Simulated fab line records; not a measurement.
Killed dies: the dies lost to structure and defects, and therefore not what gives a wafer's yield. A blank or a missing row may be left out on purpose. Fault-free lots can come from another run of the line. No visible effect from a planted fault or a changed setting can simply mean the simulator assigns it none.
Matching of chambers | flow berkeley_cmos170 | UCB170_V1_CMP_02 on cmp-02 has 4 sister chambers
The step polishes SiO2. 14 wafers are shown with their chamber, then 7 later ones without.

WAFERS, EACH WITH ITS CHAMBER
wafer  | chamber | motor_current_A (A) | slurry_flow_ml_min
L246.2 | 0       | 20.1                | 149.8
L246.3 | 3       | 17.2                | 150.8
L246.4 | 2       | 13.8                | 149.9
L247.2 | 3       | 17.4                | 150.2
L247.4 | 0       | 20.0                | 149.2
L247.6 | 3       | 17.2                | 149.5
L249.2 | 1       | 15.8                | 149.1
L249.4 | 2       | 13.7                | 150.3
L249.5 | 2       | 13.8                | 150.1
L260.1 | 2       | 13.5                | 150.1
L260.4 | 0       | 19.3                | 149.8
L260.5 | 0       | 19.2                | 150.0
L262.3 | 0       | 19.5                | 150.2
L262.4 | 3       | 17.1                | 149.8

SIGNATURES (averages over the wafers above)
reading            | chamber 0 | chamber 1 | chamber 2 | chamber 3 | scatter within a chamber
motor_current_A    | 19.620    | 15.800    | 13.700    | 17.225    | 0.278
slurry_flow_ml_min | 149.800   | 149.100   | 150.100   | 150.075   | 0.398
Rule: a wafer lies at a distance from a chamber equal to the root of the sum of squares, over the readings, of (its reading less the chamber's mean, divided by the reading's scatter). If the next closest chamber is less than 2 further off than the closest, the wafer can't be placed; otherwise it belongs to the closest. How the scatter is found: for the shown wafers, subtract from each reading the mean of its chamber, square and add these, divide the total by (wafers less chambers), then take the root.

WAFERS WITH NO CHAMBER GIVEN
wafer  | motor_current_A (A) | slurry_flow_ml_min
L262.6 | 19.6                | 149.7
L261.2 | 17.4                | 150.0
L261.4 | 13.8                | 149.9
L261.5 | 16.5                | 150.0
L265.2 | 16.4                | 150.1
L265.3 | 19.2                | 149.6
L265.4 | 13.4                | 150.3

CHAMBER TAKEN BY EACH
wafer  | from the rows above     | in truth
L262.6 | 0                       | 0
L261.2 | 3                       | 3
L261.4 | 2                       | 2
L261.5 | can't be placed: 3 or 1 | 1
L265.2 | can't be placed: 3 or 1 | 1
L265.3 | 0                       | 0
L265.4 | 2                       | 2
Correct placement for 5 of the 7. Cannot be placed on the basis of these rows: 2; the candidates contain the true chamber in 2. Number placed wrongly: 0.
